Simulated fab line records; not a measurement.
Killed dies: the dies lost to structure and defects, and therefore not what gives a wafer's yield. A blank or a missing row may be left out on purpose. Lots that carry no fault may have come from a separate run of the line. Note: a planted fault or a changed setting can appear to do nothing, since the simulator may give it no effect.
Which tool did it? || flow berkeley_cmos170 || Sampling: 15 lots, 45 wafers, 5 of 331 route steps

WHAT THE GAUGES READ, wafer by wafer
UCB170_PFIELD_OVL_MEAS_06.
{"lot": "L259", "measured": "day 5 16:04", "on": "overlay-01", "PFIELD_OVL (nm)": "-7 -5 3"}
{"lot": "L261", "measured": "day 6 01:22", "on": "overlay-01", "PFIELD_OVL (nm)": "2 -3 -3"}
{"lot": "L263", "measured": "day 6 10:35", "on": "overlay-01", "PFIELD_OVL (nm)": "-9 -5 -1"}
{"lot": "L262", "measured": "day 6 10:50", "on": "overlay-01", "PFIELD_OVL (nm)": "5 5 10"}
{"lot": "L265", "measured": "day 6 19:50", "on": "overlay-01", "PFIELD_OVL (nm)": "0 -9 1"}
{"lot": "L266", "measured": "day 6 20:18", "on": "overlay-01", "PFIELD_OVL (nm)": "2 0 4"}
{"lot": "L267", "measured": "day 6 19:46", "on": "overlay-01", "PFIELD_OVL (nm)": "-11 -11 -3"}
{"lot": "L268", "measured": "day 7 19:34", "on": "overlay-01", "PFIELD_OVL (nm)": "-2 0 -9"}
{"lot": "L270", "measured": "day 7 21:23", "on": "overlay-02", "PFIELD_OVL (nm)": "-4 -11 -16"}
{"lot": "L273", "measured": "day 7 20:44", "on": "overlay-01", "PFIELD_OVL (nm)": "-6 -3 -6"}
{"lot": "L276", "measured": "day 8 11:57", "on": "overlay-01", "PFIELD_OVL (nm)": "-12 -5 -10"}
{"lot": "L279", "measured": "day 8 19:00", "on": "overlay-02", "PFIELD_OVL (nm)": "5 -2 3"}

UCB170_GATE_THK_MEAS_05.
{"lot": "L259", "measured": "day 7 18:19", "on": "film_metro-04", "GATE_POLY_THK (nm)": "212.7 211.7 214.1"}
{"lot": "L261", "measured": "day 8 05:18", "on": "film_metro-03", "GATE_POLY_THK (nm)": "212.2 213.7 213.4"}
{"lot": "L263", "measured": "day 8 13:12", "on": "film_metro-04", "GATE_POLY_THK (nm)": "214.4 213.5 211.3"}
{"lot": "L262", "measured": "day 8 13:11", "on": "film_metro-03", "GATE_POLY_THK (nm)": "212.1 213.9 214.3"}
{"lot": "L265", "measured": "day 9 03:22", "on": "film_metro-04", "GATE_POLY_THK (nm)": "217.2 215.2 216.8"}
{"lot": "L266", "measured": "day 9 03:20", "on": "film_metro-02", "GATE_POLY_THK (nm)": "213.6 214.0 210.5"}
{"lot": "L267", "measured": "day 9 03:22", "on": "film_metro-03", "GATE_POLY_THK (nm)": "215.9 214.5 213.3"}
{"lot": "L268", "measured": "day 9 23:24", "on": "film_metro-03", "GATE_POLY_THK (nm)": "214.3 212.3 213.8"}
{"lot": "L270", "measured": "day 9 23:26", "on": "film_metro-03", "GATE_POLY_THK (nm)": "213.8 214.3 215.3"}
{"lot": "L273", "measured": "day 9 23:28", "on": "film_metro-02", "GATE_POLY_THK (nm)": "214.5 214.7 215.2"}
{"lot": "L276", "measured": "day 10 15:01", "on": "film_metro-02", "GATE_POLY_THK (nm)": "211.5 212.4 211.0"}
{"lot": "L279", "measured": "day 10 15:05", "on": "film_metro-02", "GATE_POLY_THK (nm)": "211.0 213.6 209.5"}

WHAT TOOL EACH LOT RAN ON (gives the tool, then ch and the chambers of the sampled wafers, and finally the start)
{"lot": "L259", "UCB170_NWELL_ETCH_13": "rie_diel-02 ch 1,2,3, day 2 16:02", "UCB170_NWELL_STRIP_15": "plasma_asher-04 ch 0,1, day 2 16:20", "UCB170_PFIELD_STRIP_08": "plasma_asher-04 ch 0,1, day 5 16:16"}
{"lot": "L261", "UCB170_NWELL_ETCH_13": "rie_diel-03 ch 1,2, day 3 03:37", "UCB170_NWELL_STRIP_15": "plasma_asher-02 ch 0,1, day 3 03:52", "UCB170_PFIELD_STRIP_08": "plasma_asher-02 ch 1, day 6 01:33"}
{"lot": "L263", "UCB170_NWELL_ETCH_13": "rie_diel-02 ch 0,3, day 3 15:14", "UCB170_NWELL_STRIP_15": "plasma_asher-02 ch 0,1, day 3 15:32", "UCB170_PFIELD_STRIP_08": "plasma_asher-04 ch 0,1, day 6 10:47"}
{"lot": "L262", "UCB170_NWELL_ETCH_13": "rie_diel-03 ch 0,2,3, day 3 15:29", "UCB170_NWELL_STRIP_15": "plasma_asher-04 ch 0,1, day 3 15:44", "UCB170_PFIELD_STRIP_08": "plasma_asher-04 ch 0,1, day 6 11:02"}
{"lot": "L265", "UCB170_NWELL_ETCH_13": "rie_diel-02 ch 0,2,3, day 4 00:55", "UCB170_NWELL_STRIP_15": "plasma_asher-03 ch 0,1, day 4 01:10", "UCB170_PFIELD_STRIP_08": "plasma_asher-01 ch 0,1, day 6 20:05"}
{"lot": "L266", "UCB170_NWELL_ETCH_13": "rie_diel-01 ch 0,1,2, day 4 12:33", "UCB170_NWELL_STRIP_15": "plasma_asher-03 ch 0,1, day 4 12:50", "UCB170_PFIELD_STRIP_08": "plasma_asher-01 ch 0,1, day 6 20:31"}
{"lot": "L267", "UCB170_NWELL_ETCH_13": "rie_diel-02 ch 0,3, day 4 12:47", "UCB170_NWELL_STRIP_15": "plasma_asher-02 ch 0,1, day 4 13:02", "UCB170_PFIELD_STRIP_08": "plasma_asher-01 ch 0,1, day 6 19:57"}
{"lot": "L268", "UCB170_NWELL_ETCH_13": "rie_diel-02 ch 1,2,3, day 5 06:22", "UCB170_NWELL_STRIP_15": "plasma_asher-03 ch 0,1, day 5 06:39", "UCB170_PFIELD_STRIP_08": "plasma_asher-04 ch 0,1, day 7 19:47"}
{"lot": "L270", "UCB170_NWELL_ETCH_13": "rie_diel-03 ch 0,2,3, day 5 14:24", "UCB170_NWELL_STRIP_15": "plasma_asher-04 ch 0,1, day 5 14:39", "UCB170_PFIELD_STRIP_08": "plasma_asher-01 ch 0,1, day 7 21:35"}
{"lot": "L273", "UCB170_NWELL_ETCH_13": "rie_diel-02 ch 1,2,3, day 5 20:05", "UCB170_NWELL_STRIP_15": "plasma_asher-03 ch 1, day 5 20:20", "UCB170_PFIELD_STRIP_08": "plasma_asher-04 ch 0,1, day 7 20:55"}
{"lot": "L276", "UCB170_NWELL_ETCH_13": "rie_diel-01 ch 0,1,3, day 6 03:07", "UCB170_NWELL_STRIP_15": "plasma_asher-03 ch 0,1, day 6 03:22", "UCB170_PFIELD_STRIP_08": "plasma_asher-01 ch 0,1, day 8 12:08"}
{"lot": "L275", "UCB170_NWELL_ETCH_13": "rie_diel-03 ch 0,2,3, day 6 03:09", "UCB170_NWELL_STRIP_15": "plasma_asher-03 ch 0,1, day 6 03:31", "UCB170_PFIELD_STRIP_08": "-"}
{"lot": "L277", "UCB170_NWELL_ETCH_13": "rie_diel-02 ch 0,2,3, day 6 03:42", "UCB170_NWELL_STRIP_15": "plasma_asher-03 ch 0,1, day 6 03:59", "UCB170_PFIELD_STRIP_08": "-"}
{"lot": "L278", "UCB170_NWELL_ETCH_13": "rie_diel-03 ch 1,3, day 6 07:41", "UCB170_NWELL_STRIP_15": "plasma_asher-03 ch 0,1, day 6 07:56", "UCB170_PFIELD_STRIP_08": "-"}
{"lot": "L279", "UCB170_NWELL_ETCH_13": "rie_diel-02 ch 1,2, day 6 13:10", "UCB170_NWELL_STRIP_15": "plasma_asher-03 ch 0,1, day 6 13:26", "UCB170_PFIELD_STRIP_08": "plasma_asher-01 ch 0,1, day 8 19:13"}
- UCB170_NWELL_ETCH_13: etches Si3N4 in CH3F/Ar/O2, stops on SiO2, target depth 246.4 nm, time 154 s.
- UCB170_NWELL_STRIP_15: strips in O2.
- UCB170_PFIELD_STRIP_08: strips in O2.

AS READ BY THE TOOLS THEMSELVES (means over the sampled wafers that have a number; for cases with no such wafer, the mark the record gives instead)
UCB170_NWELL_ETCH_13.
{"lot": "L259", "tool": "rie_diel-02", "CH3F_flow_sccm (sccm)": 19.99, "O2_flow_sccm (sccm)": 7.008, "drypump_motor_current_A (A)": 5.7, "oes_product_au (a.u.)": 0.928, "rf_fwd_power_W (W)": 446.9, "throttle_valve_pct (%)": 8.05}
{"lot": "L261", "tool": "rie_diel-03", "CH3F_flow_sccm (sccm)": 19.99, "O2_flow_sccm (sccm)": 7.007, "drypump_motor_current_A (A)": 5.9, "oes_product_au (a.u.)": 0.953, "rf_fwd_power_W (W)": 448.2, "throttle_valve_pct (%)": 8.03}
{"lot": "L263", "tool": "rie_diel-02", "CH3F_flow_sccm (sccm)": 20.03, "O2_flow_sccm (sccm)": 7.005, "drypump_motor_current_A (A)": 5.4, "oes_product_au (a.u.)": 0.958, "rf_fwd_power_W (W)": 447.5, "throttle_valve_pct (%)": 7.86}
{"lot": "L262", "tool": "rie_diel-03", "CH3F_flow_sccm (sccm)": 20.00, "O2_flow_sccm (sccm)": 7.003, "drypump_motor_current_A (A)": 5.7, "oes_product_au (a.u.)": 0.948, "rf_fwd_power_W (W)": 447.9, "throttle_valve_pct (%)": 8.11}
{"lot": "L265", "tool": "rie_diel-02", "CH3F_flow_sccm (sccm)": 19.99, "O2_flow_sccm (sccm)": 6.976, "drypump_motor_current_A (A)": 5.3, "oes_product_au (a.u.)": 0.930, "rf_fwd_power_W (W)": 448.6, "throttle_valve_pct (%)": 7.97}
{"lot": "L266", "tool": "rie_diel-01", "CH3F_flow_sccm (sccm)": 20.04, "O2_flow_sccm (sccm)": 7.020, "drypump_motor_current_A (A)": 5.8, "oes_product_au (a.u.)": 0.948, "rf_fwd_power_W (W)": 448.0, "throttle_valve_pct (%)": 8.15}
{"lot": "L267", "tool": "rie_diel-02", "CH3F_flow_sccm (sccm)": 19.99, "O2_flow_sccm (sccm)": 6.970, "drypump_motor_current_A (A)": 5.4, "oes_product_au (a.u.)": 0.952, "rf_fwd_power_W (W)": 447.9, "throttle_valve_pct (%)": 7.86}
{"lot": "L268", "tool": "rie_diel-02", "CH3F_flow_sccm (sccm)": 20.03, "O2_flow_sccm (sccm)": 6.990, "drypump_motor_current_A (A)": 5.7, "oes_product_au (a.u.)": 0.930, "rf_fwd_power_W (W)": 447.2, "throttle_valve_pct (%)": 8.06}
{"lot": "L270", "tool": "rie_diel-03", "CH3F_flow_sccm (sccm)": 20.00, "O2_flow_sccm (sccm)": 7.007, "drypump_motor_current_A (A)": 5.7, "oes_product_au (a.u.)": 0.933, "rf_fwd_power_W (W)": 448.0, "throttle_valve_pct (%)": 8.10}
{"lot": "L273", "tool": "rie_diel-02", "CH3F_flow_sccm (sccm)": 19.99, "O2_flow_sccm (sccm)": 7.004, "drypump_motor_current_A (A)": 5.7, "oes_product_au (a.u.)": 0.936, "rf_fwd_power_W (W)": 448.0, "throttle_valve_pct (%)": 8.06}
{"lot": "L276", "tool": "rie_diel-01", "CH3F_flow_sccm (sccm)": 19.96, "O2_flow_sccm (sccm)": 6.980, "drypump_motor_current_A (A)": 5.9, "oes_product_au (a.u.)": 0.929, "rf_fwd_power_W (W)": 447.3, "throttle_valve_pct (%)": 8.14}
{"lot": "L275", "tool": "rie_diel-03", "CH3F_flow_sccm (sccm)": "-", "O2_flow_sccm (sccm)": "-", "drypump_motor_current_A (A)": "-", "oes_product_au (a.u.)": "-", "rf_fwd_power_W (W)": "-", "throttle_valve_pct (%)": "-"}
{"lot": "L277", "tool": "rie_diel-02", "CH3F_flow_sccm (sccm)": "-", "O2_flow_sccm (sccm)": "-", "drypump_motor_current_A (A)": "-", "oes_product_au (a.u.)": "-", "rf_fwd_power_W (W)": "-", "throttle_valve_pct (%)": "-"}
{"lot": "L278", "tool": "rie_diel-03", "CH3F_flow_sccm (sccm)": "-", "O2_flow_sccm (sccm)": "-", "drypump_motor_current_A (A)": "-", "oes_product_au (a.u.)": "-", "rf_fwd_power_W (W)": "-", "throttle_valve_pct (%)": "-"}
{"lot": "L279", "tool": "rie_diel-02", "CH3F_flow_sccm (sccm)": 19.96, "O2_flow_sccm (sccm)": 7.021, "drypump_motor_current_A (A)": 5.7, "oes_product_au (a.u.)": 0.909, "rf_fwd_power_W (W)": 449.0, "throttle_valve_pct (%)": 8.19}

UCB170_NWELL_STRIP_15.
{"lot": "L259", "tool": "plasma_asher-04", "drypump_motor_current_A (A)": 5.4, "oes_product_au (a.u.)": 0.726, "strip_time_to_endpoint_s (s)": 18.03}
{"lot": "L261", "tool": "plasma_asher-02", "drypump_motor_current_A (A)": 6.0, "oes_product_au (a.u.)": 0.724, "strip_time_to_endpoint_s (s)": 18.09}
{"lot": "L263", "tool": "plasma_asher-02", "drypump_motor_current_A (A)": 6.0, "oes_product_au (a.u.)": 0.722, "strip_time_to_endpoint_s (s)": 18.09}
{"lot": "L262", "tool": "plasma_asher-04", "drypump_motor_current_A (A)": 5.4, "oes_product_au (a.u.)": 0.718, "strip_time_to_endpoint_s (s)": 18.06}
{"lot": "L265", "tool": "plasma_asher-03", "drypump_motor_current_A (A)": 5.8, "oes_product_au (a.u.)": 0.720, "strip_time_to_endpoint_s (s)": 18.03}
{"lot": "L266", "tool": "plasma_asher-03", "drypump_motor_current_A (A)": 6.1, "oes_product_au (a.u.)": 0.720, "strip_time_to_endpoint_s (s)": 18.18}
{"lot": "L267", "tool": "plasma_asher-02", "drypump_motor_current_A (A)": 6.0, "oes_product_au (a.u.)": 0.719, "strip_time_to_endpoint_s (s)": 18.10}
{"lot": "L268", "tool": "plasma_asher-03", "drypump_motor_current_A (A)": 5.8, "oes_product_au (a.u.)": 0.724, "strip_time_to_endpoint_s (s)": 18.08}
{"lot": "L270", "tool": "plasma_asher-04", "drypump_motor_current_A (A)": 5.4, "oes_product_au (a.u.)": 0.719, "strip_time_to_endpoint_s (s)": 17.93}
{"lot": "L273", "tool": "plasma_asher-03", "drypump_motor_current_A (A)": 5.6, "oes_product_au (a.u.)": 0.718, "strip_time_to_endpoint_s (s)": 18.03}
{"lot": "L276", "tool": "plasma_asher-03", "drypump_motor_current_A (A)": 6.1, "oes_product_au (a.u.)": 0.719, "strip_time_to_endpoint_s (s)": 18.10}
{"lot": "L275", "tool": "plasma_asher-03", "drypump_motor_current_A (A)": 5.8, "oes_product_au (a.u.)": 0.735, "strip_time_to_endpoint_s (s)": 21.65}
{"lot": "L277", "tool": "plasma_asher-03", "drypump_motor_current_A (A)": 6.1, "oes_product_au (a.u.)": 0.734, "strip_time_to_endpoint_s (s)": 21.78}
{"lot": "L278", "tool": "plasma_asher-03", "drypump_motor_current_A (A)": 5.8, "oes_product_au (a.u.)": 0.738, "strip_time_to_endpoint_s (s)": 21.65}
{"lot": "L279", "tool": "plasma_asher-03", "drypump_motor_current_A (A)": 6.1, "oes_product_au (a.u.)": 0.723, "strip_time_to_endpoint_s (s)": 17.99}

UCB170_PFIELD_STRIP_08.
{"lot": "L259", "tool": "plasma_asher-04", "drypump_motor_current_A (A)": 5.39, "oes_product_au (a.u.)": 0.730, "strip_time_to_endpoint_s (s)": 21.65}
{"lot": "L261", "tool": "plasma_asher-02", "drypump_motor_current_A (A)": 6.11, "oes_product_au (a.u.)": 0.733, "strip_time_to_endpoint_s (s)": 21.57}
{"lot": "L263", "tool": "plasma_asher-04", "drypump_motor_current_A (A)": 5.46, "oes_product_au (a.u.)": 0.736, "strip_time_to_endpoint_s (s)": 21.77}
{"lot": "L262", "tool": "plasma_asher-04", "drypump_motor_current_A (A)": 5.44, "oes_product_au (a.u.)": 0.727, "strip_time_to_endpoint_s (s)": 21.75}
{"lot": "L265", "tool": "plasma_asher-01", "drypump_motor_current_A (A)": 5.39, "oes_product_au (a.u.)": 0.735, "strip_time_to_endpoint_s (s)": 21.70}
{"lot": "L266", "tool": "plasma_asher-01", "drypump_motor_current_A (A)": 5.56, "oes_product_au (a.u.)": 0.735, "strip_time_to_endpoint_s (s)": 21.65}
{"lot": "L267", "tool": "plasma_asher-01", "drypump_motor_current_A (A)": 5.40, "oes_product_au (a.u.)": 0.741, "strip_time_to_endpoint_s (s)": 21.67}
{"lot": "L268", "tool": "plasma_asher-04", "drypump_motor_current_A (A)": 5.40, "oes_product_au (a.u.)": 0.734, "strip_time_to_endpoint_s (s)": 21.71}
{"lot": "L270", "tool": "plasma_asher-01", "drypump_motor_current_A (A)": 5.40, "oes_product_au (a.u.)": 0.733, "strip_time_to_endpoint_s (s)": 21.60}
{"lot": "L273", "tool": "plasma_asher-04", "drypump_motor_current_A (A)": 5.44, "oes_product_au (a.u.)": 0.736, "strip_time_to_endpoint_s (s)": 21.64}
{"lot": "L276", "tool": "plasma_asher-01", "drypump_motor_current_A (A)": 5.56, "oes_product_au (a.u.)": 0.733, "strip_time_to_endpoint_s (s)": 21.66}
{"lot": "L279", "tool": "plasma_asher-01", "drypump_motor_current_A (A)": 5.39, "oes_product_au (a.u.)": 0.732, "strip_time_to_endpoint_s (s)": 21.65}

THE ANSWER, worked out from the rows above alone
Rule: usual is defined by the lots themselves. The widest of any qualifying gaps counts: lots, ordered by their means at a reading, are off when they make up no more than a third of the lots, leave a main group of 4 or more, and stand apart from it by 3 or more times the standard deviation of that group's means. A main group is skipped when, at the precision printed for the reading in the tables above, its means are all equal. Also off: a lot with no number at a reading for which 4 or more lots have one. All remaining lots with rows at the step are treated as sound. The gauges are gone through in route order, then the tools' own readings, and for those a lot's mean is taken as printed above. The first step at which some lot is off is used, and at that step the reading that is off furthest; a lot without a number counts as furthest.
Off: L275, L277, L278, at UCB170_NWELL_ETCH_13 (CH3F_flow_sccm). Without a number there: L275, L277, L278. The main group has a mean of 20.00 sccm with a standard deviation of 0.024.
A tool fits if, at that step or a process step before it, it ran every lot that is off, and no sound lot after the first of them. None of those tried fits.

WHAT WAS PUT IN BY THE SIMULATOR
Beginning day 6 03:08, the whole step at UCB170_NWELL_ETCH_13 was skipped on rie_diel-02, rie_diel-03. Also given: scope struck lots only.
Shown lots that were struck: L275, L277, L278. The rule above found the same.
